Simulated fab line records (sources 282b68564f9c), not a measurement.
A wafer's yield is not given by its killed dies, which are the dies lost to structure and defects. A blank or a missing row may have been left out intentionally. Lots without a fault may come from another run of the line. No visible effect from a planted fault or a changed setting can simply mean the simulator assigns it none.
Problem report, 8D (eight disciplines) form, completed by code -- flow rit-cmos -- the parts of the form that need people (team, actions taken, sign-off) are left out

1. WHAT IS WRONG
CONTACT_TEOS_THK at RIT_CONTACT_THK_MEAS_01 reads a mean of 242 nm on 2 wafers of 2 lots; wafers without a fault read 400 nm with a standard deviation of 5.5. That puts it -29 standard deviations away from the usual mean.
First seen on wafer L980.2, day 5 15:48, on film-metro-04. The record has a number at this step for 39 wafers belonging to 13 lots. The rule behind "out" and "out of limits": a value lying over 4 standard deviations away from the usual mean. The rest of the wafers with a number are treated as sound.

2. WHAT IT IS, WHAT IT ISN'T
question,is,is not
which readings at this step,CONTACT_TEOS_THK,-
which lots,"L980, L983","L971, L972, L973, L974, L975, L986, L988, L989, L991, L992, L993"
which wafers of those lots,"L980.2, L983.1","L980.1, L980.4, L983.2, L983.5"
read on which gauges,"film-metro-02, film-metro-04",film-metro-01
when,from day 5 15:48,"up to then (17 sound wafers); but 20 sound wafers of L983, L986, L988, L989, L991, L992, L993 came after"

3. WHAT RULES OUT EACH SUSPECT
Counting: if a tool at a process step up to the reading ran every lot that is out, it stays a suspect. Sound lots after the first of them don't rule it out here, since some wafers of a struck lot are sound.
- the gauge at RIT_CONTACT_THK_MEAS_01 has been ruled out. Those wafers that are out were read across 2 gauges (film-metro-02, film-metro-04).
- pecvd-03 at RIT_CONTACT_CVD_00 (deposits SiO2 from TEOS, target thk 400 nm, time 61 s): kept. It processed each lot that is out (first: L980, day 5 15:45); up to then, its last sound lot is L974 (day 4 02:52).
- pecvd-03, RIT_CONTACT_CVD_00: wafers that are out in chamber 2, sound lot-mates in chambers 0, 1.
The count leaves pecvd-03 at RIT_CONTACT_CVD_00.

4. THE CAUSE (what the simulator had put in)
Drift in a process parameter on pecvd-03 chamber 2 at RIT_CONTACT_CVD_00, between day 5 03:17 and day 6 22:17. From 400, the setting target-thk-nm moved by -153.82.
After counting, this tool was the only one left.

5. SEQUENCE OF EFFECTS, ordered by route
Rows list readings where the struck wafers' mean (over those with a number) sits beyond 3 standard deviations from the usual. Scope: only readings with a usual standard deviation given in the record; hours: median across lots of the time from each lot's start at the first step in this table that gives one to its start at this step; sigmas: change in usual standard deviations.
hours,step,reading,usual,on struck wafers,change,sigmas
0,RIT_CONTACT_THK_MEAS_01,CONTACT_TEOS_THK,400 nm,242,-158,-29

6. HOW IT WOULD HAVE BEEN CAUGHT EARLIER
In this record the first reading out of limits at a measuring or inspecting step was taken at day 5 15:48, 13 hours after the fault began at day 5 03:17.
An alarm limit of 4 standard deviations would not have fired on the tool readings at RIT_CONTACT_CVD_00 for which the record gives a usual standard deviation, since none of them was out on any struck wafer.
Of the lots that are out (2), L983 began RIT_CONTACT_CVD_00 on pecvd-03 after day 5 15:48. Had the tool been put on hold then, it would have been spared.
